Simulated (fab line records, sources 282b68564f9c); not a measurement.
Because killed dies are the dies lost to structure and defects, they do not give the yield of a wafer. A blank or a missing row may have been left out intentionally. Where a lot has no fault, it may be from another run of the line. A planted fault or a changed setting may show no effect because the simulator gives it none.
Which tool did it? -- flow rit-cmos -- 39 wafers from 13 lots sampled at 7 of the route's 202 steps

## WHAT THE GAUGES READ, wafer by wafer
RIT_NWELL_TW_MEAS_10.
lot,measured,on,NWELL_TW
L628,day 2 04:04,film-metro-03,2139 2134 2132
L630,day 2 17:08,film-metro-01,2167 2162 2166
L631,day 2 20:29,film-metro-01,2159 2162 2159
L635,day 3 17:56,film-metro-04,2157 2147 2163
L639,day 4 11:28,film-metro-01,2169 2164 2165
L640,day 4 15:47,film-metro-03,2129 2131 2129
L641,day 5 01:06,film-metro-01,2153 2158 2153
L642,day 5 03:56,film-metro-01,2156 2160 2161
L644,day 5 10:47,film-metro-01,2156 2146 2153
L646,day 5 21:43,film-metro-01,2156 2141 2153
L647,day 6 02:26,film-metro-01,2164 2173 2172
L648,day 6 08:22,film-metro-01,2167 2162 2169
L650,day 6 16:47,film-metro-04,2170 2159 2162

RIT_PRETRO_OVL_MEAS_06.
lot,measured,on,PRETRO_OVL (nm)
L628,day 2 14:11,overlay-02,0.7 0.9 2.0
L630,day 3 03:21,overlay-02,0.3 1.5 0.1
L631,day 3 09:23,overlay-02,1.9 0.4 1.0
L635,day 4 04:41,overlay-02,-2.1 0.6 1.7
L639,day 4 21:20,overlay-01,2.3 0.4 2.9
L640,day 5 01:44,overlay-02,-0.2 -2.1 0.7
L641,day 5 10:37,overlay-01,1.5 3.0 2.6
L642,day 5 14:37,overlay-01,2.6 3.2 1.7
L644,day 5 21:28,overlay-02,2.3 3.8 3.4
L646,day 6 08:48,overlay-01,2.7 0.8 0.1
L647,day 6 12:01,overlay-01,2.8 1.6 1.5
L648,day 6 17:57,overlay-01,2.7 2.3 1.1
L650,day 7 02:08,overlay-01,2.8 0.4 2.3

RIT_NLDD_OVL_MEAS_06.
lot,measured,on,NLDD_OVL (nm)
L628,day 3 04:07,overlay-02,2.0 -0.6 0.5
L630,day 3 18:53,overlay-01,- - -
L631,day 3 23:21,overlay-01,0.4 0.0 -1.2
L635,day 4 18:44,overlay-01,0.5 -0.5 -2.3
L639,day 5 11:16,overlay-02,0.4 -1.1 0.2
L640,day 5 15:17,overlay-01,2.2 0.7 3.0
L641,day 5 23:17,overlay-02,2.4 0.6 1.7
L642,day 6 01:50,overlay-01,1.0 0.5 0.6
L644,day 6 11:47,overlay-02,1.5 0.3 1.5
L646,day 6 18:53,overlay-02,0.0 1.1 2.3
L647,day 7 02:04,overlay-01,4.0 0.5 1.8
L648,day 7 06:47,overlay-01,-2.2 -1.0 -1.3
L650,day 7 14:22,overlay-02,0.8 0.7 0.6

RIT_NLDD_TW_MEAS_10.
lot,measured,on,NLDD_TW
L628,day 3 04:38,film-metro-03,2469 2476 2461
L630,day 3 19:24,film-metro-02,30 30 30
L631,day 3 23:52,film-metro-04,2510 2509 2504
L635,day 4 19:16,film-metro-04,2523 2528 2521
L639,day 5 11:46,film-metro-03,2470 2462 2475
L640,day 5 15:49,film-metro-03,2473 2473 2461
L641,day 5 23:47,film-metro-03,2469 2468 2479
L642,day 6 02:21,film-metro-02,2466 2465 2459
L644,day 6 12:29,film-metro-04,2520 2526 2520
L646,day 6 19:25,film-metro-04,2502 2521 2515
L647,day 7 02:37,film-metro-04,2535 2523 2534
L648,day 7 07:17,film-metro-03,2492 2472 2486
L650,day 7 14:53,film-metro-03,2484 2484 2481

RIT_PLDD_TW_MEAS_10.
lot,measured,on,PLDD_TW
L628,day 3 06:04,film-metro-04,2357 2360 2348
L630,day 3 20:49,film-metro-02,2852 2832 2845
L631,day 4 01:25,film-metro-04,2376 2366 2371
L635,day 4 20:41,film-metro-04,2381 2386 2371
L639,day 5 13:19,film-metro-03,2322 2335 2323
L640,day 5 17:22,film-metro-03,2344 2323 2331
L641,day 6 01:20,film-metro-04,2368 2387 2375
L642,day 6 03:54,film-metro-03,2333 2329 2329
L644,day 6 13:54,film-metro-02,2320 2318 2317
L646,day 6 20:50,film-metro-04,2386 2377 2378
L647,day 7 04:10,film-metro-02,2308 2321 2328
L648,day 7 09:04,film-metro-03,2337 2344 2343
L650,day 7 16:26,film-metro-02,2309 2310 2319

## WHICH TOOL RAN EACH LOT (tool, then ch and the chambers of the sampled wafers, then the start)
lot,RIT_ACTIVE_STRIP_14,RIT_NLDD_EXPOSE_03
L628,"plasma-asher-04 ch 0,1, day 1 19:58","iline-stepper-01 ch 0, day 3 03:43"
L630,"plasma-asher-01 ch 0,1, day 2 06:17","iline-stepper-01 ch 0, day 3 18:31"
L631,"plasma-asher-02 ch 0,1, day 2 13:12","iline-stepper-01 ch 0, day 3 22:57"
L635,"plasma-asher-04 ch 0,1, day 3 09:30","iline-stepper-01 ch 0, day 4 18:22"
L639,"plasma-asher-01 ch 0,1, day 4 04:28","iline-stepper-01 ch 0, day 5 10:52"
L640,"plasma-asher-02 ch 0,1, day 4 08:23","iline-stepper-01 ch 0, day 5 14:56"
L641,"plasma-asher-01 ch 0,1, day 4 14:50","iline-stepper-01 ch 0, day 5 22:53"
L642,"plasma-asher-04 ch 0,1, day 4 19:34","iline-stepper-01 ch 0, day 6 01:27"
L644,"plasma-asher-02 ch 0,1, day 5 04:04","iline-stepper-01 ch 0, day 6 11:22"
L646,"plasma-asher-01 ch 0,1, day 5 15:11","iline-stepper-01 ch 0, day 6 18:31"
L647,"plasma-asher-01 ch 0,1, day 5 19:20","iline-stepper-01 ch 0, day 7 01:41"
L648,"plasma-asher-04 ch 0,1, day 6 00:41","iline-stepper-02 ch 0, day 7 06:23"
L650,"plasma-asher-01 ch 0, day 6 10:51","iline-stepper-02 ch 0, day 7 13:56"
- RIT_ACTIVE_STRIP_14: strips in O2, time 180 s.
- RIT_NLDD_EXPOSE_03: exposes mask M7, target cd 40700 nm.

## AS READ BY THE TOOLS THEMSELVES (means over the sampled wafers that have a number; for cases with no such wafer, the mark the record gives instead)
RIT_ACTIVE_STRIP_14.
lot,tool,drypump-motor-current-A (A)
L628,plasma-asher-04,6.20
L630,plasma-asher-01,5.81
L631,plasma-asher-02,5.73
L635,plasma-asher-04,6.18
L639,plasma-asher-01,5.78
L640,plasma-asher-02,5.79
L641,plasma-asher-01,5.78
L642,plasma-asher-04,6.21
L644,plasma-asher-02,5.81
L646,plasma-asher-01,5.77
L647,plasma-asher-01,5.78
L648,plasma-asher-04,6.19
L650,plasma-asher-01,5.83

## THE ANSWER, worked out from the rows above alone
Rule: the usual values come from the lots themselves. Put in order of their means at a reading, lots are off if they are a third of the lots or fewer, leave a main group of 4 or more, and stand apart from it by a gap of 3 or more times the standard deviation of the main group's means; of several such gaps the widest counts. A main group whose means are all the same, to the digits that the tables above print for the reading, isn't used. A lot without any number at a reading at which 4 lots or more have one is off too. Where the step has rows for the other lots, those lots are counted as sound. The gauges are gone through in route order, then the tools' own readings, and for those a lot's mean is taken as printed above. The first step at which some lot is off is used, and at that step the reading that is off furthest; a lot without a number counts as furthest.
Off: L630, at RIT_NLDD_OVL_MEAS_06 (NLDD_OVL). Without a number there: L630. Main group: mean 0.6 nm, sd 1.
If a tool, at a process step before that reading, ran all the lots that are off and no sound lot after the first of them, it fits. The gauges at RIT_NLDD_OVL_MEAS_06 aren't tried: what is off there is off at RIT_NLDD_TW_MEAS_10 too, on other tools, and a gauge's error can't cause that. No candidate that was tried fits.

## WHAT THE SIMULATOR PUT IN
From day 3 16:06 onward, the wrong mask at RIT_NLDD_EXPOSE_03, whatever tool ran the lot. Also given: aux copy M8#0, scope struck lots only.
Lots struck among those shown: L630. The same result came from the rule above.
